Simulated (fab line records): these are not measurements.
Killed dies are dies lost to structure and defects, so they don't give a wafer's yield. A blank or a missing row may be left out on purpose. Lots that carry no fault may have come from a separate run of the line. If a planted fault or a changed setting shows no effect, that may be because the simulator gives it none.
Which tool is to blame?    flow rit_cmos    21 wafers from 7 lots sampled at 2 of the route's 202 steps

## WHAT EACH GAUGE READ, for each wafer
RIT_FOX2_THK_MEAS_01.
lot   measured     on             FOX2_OXIDE_THK (nm)
L545  day 2 01:07  film_metro-02  341 344 342
L547  day 2 10:37  film_metro-04  352 354 355
L549  day 2 21:38  film_metro-04  352 347 345
L554  day 3 20:28  film_metro-02  367 364 361
L556  day 4 13:54  film_metro-02  334 342 343
L558  day 4 23:34  film_metro-02  401 400 399
L560  day 5 08:46  film_metro-04  345 344 344

## TOOL THAT RAN EACH LOT (tool first, then ch and the chambers of the sampled wafers, then the start)
lot   RIT_FOX2_OXIDATION_00
L545  furnace-01 ch 0, day 1 23:47
L547  furnace-01 ch 0, day 2 09:16
L549  furnace-04 ch 0, day 2 20:17
L554  furnace-03 ch 0, day 3 19:08
L556  furnace-01 ch 0, day 4 12:34
L558  furnace-03 ch 0, day 4 22:15
L560  furnace-01 ch 0, day 5 07:25
- RIT_FOX2_OXIDATION_00: target thk 350.7 nm, ox time 1130 s.

## THE ANSWER, worked out from the rows above alone
Rule: the lots themselves supply what counts as usual. The widest of any qualifying gaps counts: lots, ordered by their means at a reading, are off when they make up no more than a third of the lots, leave a main group of 4 or more, and stand apart from it by 3 or more times the standard deviation of that group's means. A main group whose means are all the same, to the digits that the tables above print for the reading, isn't used. Also off: a lot with no number at a reading for which 4 or more lots have one. Where the step has rows for the other lots, those lots are counted as sound.
Off: at RIT_FOX2_THK_MEAS_01 (FOX2_OXIDE_THK), L558. For the main group the mean is 349 nm and the standard deviation 8.2.
If a tool, at a process step before that reading, ran all the lots that are off and no sound lot after the first of them, it fits. Those tools and the gauges at RIT_FOX2_THK_MEAS_01 are tried in the same way. Can't be told from this: 2 tools fit, furnace-03 at RIT_FOX2_OXIDATION_00, film_metro-02 at RIT_FOX2_THK_MEAS_01.

## WHAT THE SIMULATOR HAD INSERTED
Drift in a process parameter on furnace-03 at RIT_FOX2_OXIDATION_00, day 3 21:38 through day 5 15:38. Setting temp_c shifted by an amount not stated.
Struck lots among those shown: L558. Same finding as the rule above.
